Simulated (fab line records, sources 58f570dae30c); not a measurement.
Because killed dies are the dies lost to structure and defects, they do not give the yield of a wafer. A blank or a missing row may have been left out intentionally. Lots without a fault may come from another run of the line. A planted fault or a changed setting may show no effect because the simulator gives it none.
Matching of chambers + flow berkeley-cmos170 + UCB170_V1_ETCH_14 on rie-diel-03 has 4 sister chambers
The step etches SiO2 in CHF3/CF4/Ar, stops on Al, target depth 1250 nm, time 291 s. 14 wafers are shown with their chamber, then 7 later ones without.

## EACH WAFER AND ITS CHAMBER
| wafer  | chamber | throttle-valve-pct (%) | oes-product-au (a.u.) |
|--------|---------|------------------------|-----------------------|
| L785.1 | 1       | 6.95                   | 0.873                 |
| L785.2 | 2       | 6.84                   | 0.880                 |
| L785.3 | 0       | 6.80                   | 0.873                 |
| L789.2 | 0       | 6.82                   | 0.867                 |
| L789.3 | 1       | 6.96                   | 0.890                 |
| L789.4 | 2       | 6.83                   | 0.878                 |
| L787.1 | 0       | 6.81                   | 0.873                 |
| L787.4 | 1       | 6.96                   | 0.894                 |
| L787.5 | 3       | 7.17                   | 0.885                 |
| L793.1 | 2       | 6.83                   | 0.871                 |
| L793.2 | 0       | 6.81                   | 0.865                 |
| L793.3 | 1       | 6.95                   | 0.900                 |
| L796.1 | 1       | 6.96                   | 0.895                 |
| L796.4 | 3       | 7.15                   | 0.879                 |

SIGNATURES (means of the wafers above)
| reading            | chamber 0 | chamber 1 | chamber 2 | chamber 3 | scatter within a chamber |
|--------------------|-----------|-----------|-----------|-----------|--------------------------|
| throttle-valve-pct | 6.8100    | 6.9560    | 6.8333    | 7.1600    | 0.00766                  |
| oes-product-au     | 0.86950   | 0.89040   | 0.87633   | 0.88200   | 0.00737                  |
Rule: a wafer's distance from a chamber is the root of the sum, over the readings, of the square of ((its reading less the chamber's mean) divided by the reading's scatter). The wafer belongs to the nearest chamber; if the next one is less than 2 further off, it can't be placed. The scatter is the square root of a quotient: the sum, over the shown wafers, of each reading's squared deviation from its chamber's mean, divided by wafers minus chambers.

## WAFERS WITH NO CHAMBER GIVEN
| wafer  | throttle-valve-pct (%) | oes-product-au (a.u.) |
|--------|------------------------|-----------------------|
| L796.6 | 6.93                   | 0.915                 |
| L799.2 | 7.16                   | 0.881                 |
| L799.3 | 6.96                   | 0.903                 |
| L799.4 | 6.82                   | 0.874                 |
| L800.4 | 7.17                   | 0.881                 |
| L800.5 | 6.82                   | 0.873                 |
| L800.6 | 7.16                   | 0.879                 |

## CHAMBER TAKEN BY EACH
| wafer  | from the rows above     | in truth |
|--------|-------------------------|----------|
| L796.6 | 1                       | 1        |
| L799.2 | 3                       | 3        |
| L799.3 | 1                       | 1        |
| L799.4 | can't be placed: 0 or 2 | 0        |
| L800.4 | 3                       | 3        |
| L800.5 | can't be placed: 0 or 2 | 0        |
| L800.6 | 3                       | 3        |
Correct placement for 5 of the 7. Cannot be placed on the basis of these rows: 2; the candidates contain the true chamber in 2. Wrongly placed: 0.
